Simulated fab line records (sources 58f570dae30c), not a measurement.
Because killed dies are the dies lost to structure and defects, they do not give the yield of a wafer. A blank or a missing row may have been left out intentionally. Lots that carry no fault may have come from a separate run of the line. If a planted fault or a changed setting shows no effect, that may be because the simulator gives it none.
Which tool was responsible?    flow berkeley cmos170    42 wafers from 14 lots sampled at 2 of the route's 331 steps

WHAT EACH GAUGE READ, for each wafer
UCB170_GATE_THK_MEAS_02. Usual: GATE_OXIDE_THK typically reads 6.56 nm, with standard deviation 0.11.
lot   measured      on             GATE_OXIDE_THK (nm)  flag
L964  day 6 05:43   film metro-03  6.54 6.43 6.64       
L965  day 6 05:42   film metro-01  6.43 6.49 6.60       
L970  day 7 12:10   film metro-02  10.86 10.79 10.77    OFF
L971  day 7 09:05   film metro-03  6.58 6.45 6.54       
L972  day 7 14:38   film metro-02  10.85 11.00 10.60    OFF
L976  day 8 21:29   film metro-03  6.63 6.60 6.64       
L977  day 8 21:31   film metro-01  6.57 6.56 6.62       
L980  day 9 10:11   film metro-03  6.62 6.54 6.65       
L982  day 9 18:47   film metro-03  6.65 6.62 6.45       
L983  day 9 18:49   film metro-01  6.50 6.56 6.44       
L984  day 9 18:49   film metro-02  6.62 6.58 6.50       
L985  day 10 08:08  film metro-03  6.75 6.74 6.75       
L986  day 10 08:08  film metro-01  6.58 6.75 6.52       
L987  day 10 12:22  film metro-01  6.69 6.67 6.69       

EACH LOT AND THE TOOL THAT RAN IT (in order: tool; ch and the chambers of the sampled wafers; start)
lot   UCB170_GATE_OXIDATION_01
L964  furnace-03 ch 0, day 6 04:12
L965  furnace-03 ch 0, day 6 04:12
L970  furnace-01 ch 0, day 7 07:34
L971  furnace-01 ch 0, day 7 07:34
L972  furnace-01 ch 0, day 7 10:34 and furnace-03 ch 0, day 7 13:07
L976  furnace-03 ch 0, day 8 19:57
L977  furnace-03 ch 0, day 8 19:57
L980  furnace-04 ch 0, day 9 08:41
L982  furnace-04 ch 0, day 9 17:17
L983  furnace-04 ch 0, day 9 17:17
L984  furnace-04 ch 0, day 9 17:17
L985  furnace-01 ch 0, day 10 06:37
L986  furnace-01 ch 0, day 10 06:37
L987  furnace-01 ch 0, day 10 10:52
- UCB170_GATE_OXIDATION_01: target thk 6.6 nm, ox time 1800 s.

WHAT THE TOOLS THEMSELVES READ (means of the sampled wafers that have a number; where no wafer has one, the mark that the record gives instead)
UCB170_GATE_OXIDATION_01. Usual: ox temp c max reads 853.7 (standard deviation 1).
lot   tool                   ox temp c max  flag
L964  furnace-03             854.2          
L965  furnace-03             854.0          
L970  furnace-01             852.8          
L971  furnace-01             852.9          
L972  furnace-01/furnace-03  853.3          
L976  furnace-03             855.6          
L977  furnace-03             854.4          
L980  furnace-04             853.2          
L982  furnace-04             853.6          
L983  furnace-04             853.1          
L984  furnace-04             853.0          
L985  furnace-01             852.3          
L986  furnace-01             852.6          
L987  furnace-01             854.0          

THE ANSWER, worked out from the rows above alone
Rule: lot off if the mean of its wafers having a number is beyond 3 standard deviations from the usual mean. Also off: a lot with no number at a reading for which 4 or more lots have one. Any other lot the step has rows for is counted as sound. First the gauges in route order, then the tools' own readings, where a lot's mean is used as printed above. The first step at which some lot is off is used, and at that step the reading that is off furthest; a lot without a number counts as furthest.
Off: at UCB170_GATE_THK_MEAS_02 (GATE_OXIDE_THK), L970, L972.
A tool fits if, at a process step before that reading, it ran every lot that is off, and no sound lot after the first of them. Those tools and the gauges at UCB170_GATE_THK_MEAS_02 are tried in the same way. Not one of the candidates tried fits.

WHAT THE SIMULATOR PUT IN
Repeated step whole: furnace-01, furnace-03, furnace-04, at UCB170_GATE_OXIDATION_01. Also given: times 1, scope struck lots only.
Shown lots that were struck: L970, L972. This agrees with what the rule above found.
